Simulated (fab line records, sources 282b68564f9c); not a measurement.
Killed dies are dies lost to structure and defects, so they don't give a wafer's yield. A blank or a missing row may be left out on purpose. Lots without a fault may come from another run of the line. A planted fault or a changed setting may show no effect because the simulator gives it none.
A struck lot beside a sound one | flow rit_cmos | 34 steps out of a route of 202
Sound: wafers L204.2, L204.4, L204.5. Struck: wafers L214.4, L214.5, L214.6. The cause comes at the end.
At each step with rows: each side's tool, then ch and its chambers, then its first start. Under that, the readings that differ: sound wafers | struck wafers | difference of the means | sigmas: that difference in standard deviations of wafers without a fault.
alike: readings whose means differ by less than 2 such deviations, and words and numbers that are the same on both sides. not compared: withheld readings, readings that some wafer has no value for, bounds like >300 that may hide the same value, and numbers for which the record gives no deviation and whose values overlap.
The two part at a step that has a row with sigmas, a row that says differs or no value, or rows on one side only. Numbers that don't overlap but have no deviation are shown without sigmas and don't part them. A reading that every wafer of one side lacks parts them only if that side has two wafers or more.

first, 2 steps without rows for these wafers: RIT_SPACER_CLEAN_02 (cleans in SC2, time 600 s); RIT_SPACER_CVD_03 (deposits Si3N4 from SiH2Cl2/NH3, target thk 250 nm, time 3300 s).
RIT_SPACER_THK_MEAS_04:
  sound on film_metro-01, day 4 07:01; struck on film_metro-04, day 5 22:19
  alike: SPACER_NITRIDE_THK
RIT_SPACER_ETCHBACK_05: etches Si3N4 in SF6/CHF3, stops on SiO2, target depth 250 nm, time 240 s.
  sound on rie_diel-04 ch 2,3, day 4 07:04; struck on rie_diel-03 ch 0,3, day 5 22:21
  alike: drypump_motor_current_A, oes_product_au, throttle_valve_pct
  not compared: rf_hours_counter_h
then, 6 steps without rows for these wafers: RIT_NSD_HMDS_00 (prime time 60 s); RIT_NSD_COAT_01 (resist thk 1000 nm); RIT_NSD_SOFTBAKE_02 (time 60 s); RIT_NSD_EXPOSE_03 (exposes mask M9, target cd 40700 nm); RIT_NSD_PEB_04; RIT_NSD_DEVELOP_05 (develop time 50 s).
RIT_NSD_OVL_MEAS_06:
  sound on overlay-01, day 4 08:05; struck on overlay-02, day 5 23:29
  alike: NSD_OVL
then, 1 step without rows for these wafers: RIT_NSD_HARDBAKE_07 (time 60 s).
RIT_NSD_IMPLANT_08:
  sound on implanter-01 ch 0, day 4 08:22; struck on implanter-01 ch 0, day 5 23:44
  reading                          | sound                         | struck                           | difference  | sigmas
  dose_ions_cm2                    | 1.0013e+15 9.996e+14 9.99e+14 | 1.5017e+15 1.5014e+15 1.5031e+15 | +5.0210e+14 | +99 or more
  end_station_pressure_torr (Torr) | 6.8e-06 7.7e-06 7.6e-06       | 8.4e-06 9.2e-06 8.7e-06          | +1.4e-06    | +4
  faraday_current_uA               | 3015 3149 3220                | 4734 4650 4545                   | +1515       | +25
RIT_NSD_STRIP_09: strips in O2, time 180 s.
  sound on plasma_asher-01 ch 0,1, day 4 08:29; struck on plasma_asher-02 ch 0,1, day 5 23:52
  alike: drypump_motor_current_A
  not compared: rf_hours_counter_h
RIT_NSD_TW_MEAS_10:
  sound on film_metro-02, day 4 08:40; struck on film_metro-01, day 6 00:01
  reading | sound          | struck         | difference | sigmas
  NSD_TW  | 3152 3155 3126 | 3410 3369 3386 | +244       | +17
then, 6 steps without rows for these wafers: RIT_PSD_HMDS_00 (prime time 60 s); RIT_PSD_COAT_01 (resist thk 1000 nm); RIT_PSD_SOFTBAKE_02 (time 60 s); RIT_PSD_EXPOSE_03 (exposes mask M10, target cd 40900 nm); RIT_PSD_PEB_04; RIT_PSD_DEVELOP_05 (develop time 50 s).
RIT_PSD_OVL_MEAS_06:
  sound on overlay-02, day 4 09:48; struck on overlay-01, day 6 01:02
  alike: PSD_OVL
then, 2 steps without rows for these wafers: RIT_PSD_HARDBAKE_07 (time 60 s); RIT_PSD_IMPLANT_08.
RIT_PSD_STRIP_09: strips in O2, time 180 s.
  sound on plasma_asher-03 ch 0,1, day 4 10:19; struck on plasma_asher-04 ch 0,1, day 6 01:25
  alike: drypump_motor_current_A
  not compared: rf_hours_counter_h
RIT_PSD_TW_MEAS_10:
  sound on film_metro-01, day 4 10:30; struck on film_metro-02, day 6 01:34
  alike: PSD_TW
then, 3 steps without rows for these wafers: RIT_SDANNEAL_CLEAN_00 (cleans in SC1, time 600 s); RIT_SDANNEAL_CLEAN_01 (cleans in dHF, time 30 s); RIT_SDANNEAL_CLEAN_02 (cleans in SC2, time 600 s).
RIT_SDANNEAL_RTA_03: time 5 s.
  sound on rtp_anneal-01 ch 0, day 4 10:56; struck on rtp_anneal-01 ch 0, day 6 01:59
  alike: chamber_o2_ppm, wafer_temp_C_max
RIT_SDANNEAL_RS_MEAS_04: measures by four-point-probe.
  sound on film_metro-01, day 4 11:00; struck on film_metro-01, day 6 02:04
  alike: PSD_RS
RIT_SDANNEAL_RS_MEAS_05: measures by four-point-probe.
  sound on film_metro-01, day 4 11:07; struck on film_metro-01, day 6 02:11
  reading         | sound             | struck            | difference | sigmas
  NSD_RS (ohm/sq) | 84.70 84.65 84.61 | 61.92 62.18 61.90 | -22.65     | -84
RIT_SDANNEAL_RS_MEAS_06: measures by four-point-probe.
  sound on film_metro-01, day 4 11:14; struck on film_metro-01, day 6 02:19
  alike: PLDD_RS
RIT_M1_PROBE_99:
  sound on prober-02, day 4 18:41; struck on prober-02, day 6 09:32
  reading                               | sound             | struck            | difference | sigmas
  killed_short                          | 9 4 5             | 1 1 4             | -4         | -2
  model.etest.nmos_0p3.r_on_ohm_um      | 2101 2142 2134    | 1924 1957 1972    | -175       |
  model.etest.nmos_0p15.r_on_ohm_um     | 1116 1163 1162    | 977.9 993.2 1003  | -155.6     |
  model.etest.nmos_0p15.drive_ua_um     | 468.5 470.8 460.4 | 513.7 509.1 499.2 | +40.8      |
  model.etest.nmos_narrow.drive_ua_um   | 237 236.6 235.8   | 253.7 247.8 247.4 | +13.2      |
  model.etest.nmos_0p3.drive_ua_um      | 232.6 233.2 229.7 | 250.2 245.4 244.4 | +14.8      |
  model.etest.contact_nplus.end_ohm_um  | 40.77 41.21 42.69 | 24.14 24.74 24.73 | -17.02     |
  model.etest.npoly_line.rs_ohm_sq      | 17.01 17.12 16.94 | 16.71 16.6 16.69  | -0.36      |
  model.etest.nmos_0p15.tox_inv_nm (nm) | 4.432 4.367 4.394 | 4.193 4.265 4.217 | -0.173     |
  alike: killed_at_contacts, killed_at_front_end, killed_dies, killed_open

WHERE THEY PART
First at RIT_NSD_IMPLANT_08; last, within this record, at RIT_M1_PROBE_99.

WHY: what the simulator had put in
Process parameter drift: implanter-01, from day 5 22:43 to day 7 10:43, at RIT_NSD_IMPLANT_08. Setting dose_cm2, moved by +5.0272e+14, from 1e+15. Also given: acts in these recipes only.
